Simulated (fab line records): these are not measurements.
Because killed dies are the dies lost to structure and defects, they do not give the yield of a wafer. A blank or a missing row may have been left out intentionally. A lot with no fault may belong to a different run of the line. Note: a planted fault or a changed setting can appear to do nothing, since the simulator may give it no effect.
Chamber matching | flow berkeley-cmos170 | 4 sister chambers for UCB170_GATE_ETCH_14 on rie-diel-01
The step etches BARC in N2/H2. 16 wafers are shown with their chamber, then 8 later ones without.

WAFERS PAIRED WITH THEIR CHAMBERS
wafer  | chamber | throttle-valve-pct (%) | drypump-motor-current-A (A) | oes-product-au (a.u.)
L161.3 | 3       | 13.35                  | 6.5                         | 1.002
L161.4 | 0       | 13.66                  | 6.1                         | 1.043
L161.6 | 1       | 12.99                  | 5.3                         | 1.041
L166.2 | 1       | 13.01                  | 5.3                         | 1.053
L166.5 | 1       | 12.99                  | 5.3                         | 1.045
L166.6 | 2       | 13.05                  | 5.4                         | 0.988
L165.1 | 2       | 13.05                  | 5.4                         | 0.992
L165.2 | 1       | 13.00                  | 5.2                         | 1.034
L165.4 | 3       | 13.35                  | 6.5                         | 1.021
L169.1 | 2       | 13.04                  | 5.4                         | 0.985
L169.4 | 1       | 12.98                  | 5.2                         | 1.035
L169.6 | 0       | 13.66                  | 6.1                         | 1.034
L168.1 | 2       | 13.06                  | 5.4                         | 0.987
L168.2 | 3       | 13.36                  | 6.5                         | 1.020
L168.6 | 2       | 13.06                  | 5.4                         | 0.992
L172.3 | 2       | 13.04                  | 5.4                         | 0.991

SIGNATURES (means of the wafers above)
reading                 | chamber 0 | chamber 1 | chamber 2 | chamber 3 | scatter within a chamber
throttle-valve-pct      | 13.6600   | 12.9940   | 13.0500   | 13.3533   | 0.00907
drypump-motor-current-A | 6.100     | 5.260     | 5.400     | 6.500     | 0.0316
oes-product-au          | 1.03850   | 1.04160   | 0.98917   | 1.01433   | 0.0068
Rule: for a wafer and a chamber, the distance is found by dividing, reading by reading, the gap between the wafer's reading and the chamber's mean by the reading's scatter, squaring, summing and taking the root. The wafer belongs to the nearest chamber; if the next one is less than 2 further off, it can't be placed. How the scatter is found: for the shown wafers, subtract from each reading the mean of its chamber, square and add these, divide the total by (wafers less chambers), then take the root.

WAFERS WITH NO CHAMBER GIVEN
wafer  | throttle-valve-pct (%) | drypump-motor-current-A (A) | oes-product-au (a.u.)
L172.4 | 13.65                  | 6.1                         | 1.041
L172.6 | 13.65                  | 6.1                         | 1.040
L178.1 | 13.64                  | 6.1                         | 1.041
L178.4 | 13.04                  | 5.4                         | 1.002
L178.6 | 13.65                  | 6.1                         | 1.051
L182.1 | 13.66                  | 6.1                         | 1.041
L182.4 | 12.99                  | 5.3                         | 1.037
L182.6 | 12.99                  | 5.3                         | 1.040

WHICH CHAMBER EACH ONE RAN IN
wafer  | from the rows above | in truth
L172.4 | 0                   | 0
L172.6 | 0                   | 0
L178.1 | 0                   | 0
L178.4 | 2                   | 2
L178.6 | 0                   | 0
L182.1 | 0                   | 0
L182.4 | 1                   | 1
L182.6 | 1                   | 1
Placed correctly: 8 of 8. Left unplaced by these rows: 0. Number placed wrongly: 0.
